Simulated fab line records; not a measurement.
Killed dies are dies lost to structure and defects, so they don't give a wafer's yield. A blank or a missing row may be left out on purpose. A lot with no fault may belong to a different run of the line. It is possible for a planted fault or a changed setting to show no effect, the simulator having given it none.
A single fault, viewed from 2 desks + flow berkeleyCmos170 + each desk holds nothing but its own numbers, with what lay behind them at the end

AT THE METROLOGY DESK
What the gauges read for every lot (on any tool): the sampled wafers with a number, averaged. A lot is out of limits, marked OUT, if its mean lies more than 4 standard deviations from the usual mean; the brackets give that distance.
Columns: A = M2_OVL at UCB170_M2_OVL_MEAS_16, usual -4 nm; B = M3_OVL at UCB170_M3_OVL_MEAS_16, usual -3 nm; C = M3_BOW at UCB170_M3_BOW_MEAS_20, usual 33 um
| lot  | first seen here | A   | B   | C  |
|------|-----------------|-----|-----|----|
| L991 | day 7 11:46     | -3  | -11 | 26 |
| L990 | day 7 12:02     | 10  | -13 | 37 |
| L992 | day 8 05:55     | -1  | 0   | 31 |
| L995 | day 8 16:04     | -0  | -5  | 29 |
| L996 | day 9 02:23     | -5  | 2   | 25 |
| L997 | day 9 02:40     | -8  | 0   | 23 |
| L999 | day 9 15:02     | -3  | 1   | 34 |
| L101 | day 10 07:38    | -11 | -3  | 44 |
| L100 | day 10 07:43    | -5  | 7   | 33 |
| L102 | day 10 07:55    | -3  | -11 | 38 |
| L104 | day 10 22:55    | 1   | -4  | 33 |
| L108 | day 11 16:24    | -8  | 1   | 28 |
| L111 | day 12 03:25    | -10 | -3  | 36 |
| L113 | day 12 04:47    | -6  | -1  | 41 |
Result from this desk: across the 14 lots, nothing is out of limits.

DESK OF THE TOOL OWNER: plasmaAsher-01
The tool's own readings at UCB170_V1_STRIP_15 (strips in O2): means of the sampled wafers that have a number, for each lot that ran on this tool. A lot is out of limits, marked OUT, if its mean lies more than 4 standard deviations from the usual mean; the brackets give that distance.
Columns: A = drypumpMotorCurrentA at UCB170_V1_STRIP_15, usual 5.7 A; B = oesProductAu at UCB170_V1_STRIP_15, usual 0.722 a.u.; C = stripTimeToEndpointS at UCB170_V1_STRIP_15, usual 15.28 s
| lot  | first seen here | A   | B     | C     |
|------|-----------------|-----|-------|-------|
| L995 | day 8 12:46     | 6.0 | 0.723 | 15.28 |
| L996 | day 8 22:13     | 6.3 | 0.724 | 15.19 |
| L999 | day 9 12:16     | 5.8 | 0.725 | 15.21 |
| L102 | day 10 04:45    | 6.3 | 0.722 | 15.44 |
| L104 | day 10 19:53    | 5.5 | 0.723 | 15.29 |
Result from this desk: across the 5 lots, nothing is out of limits.

PUT TOGETHER
At the metrology desk, nothing out of limits was observed.
The desk of the tool owner found nothing out of limits.

WHAT THE SIMULATOR PUT IN
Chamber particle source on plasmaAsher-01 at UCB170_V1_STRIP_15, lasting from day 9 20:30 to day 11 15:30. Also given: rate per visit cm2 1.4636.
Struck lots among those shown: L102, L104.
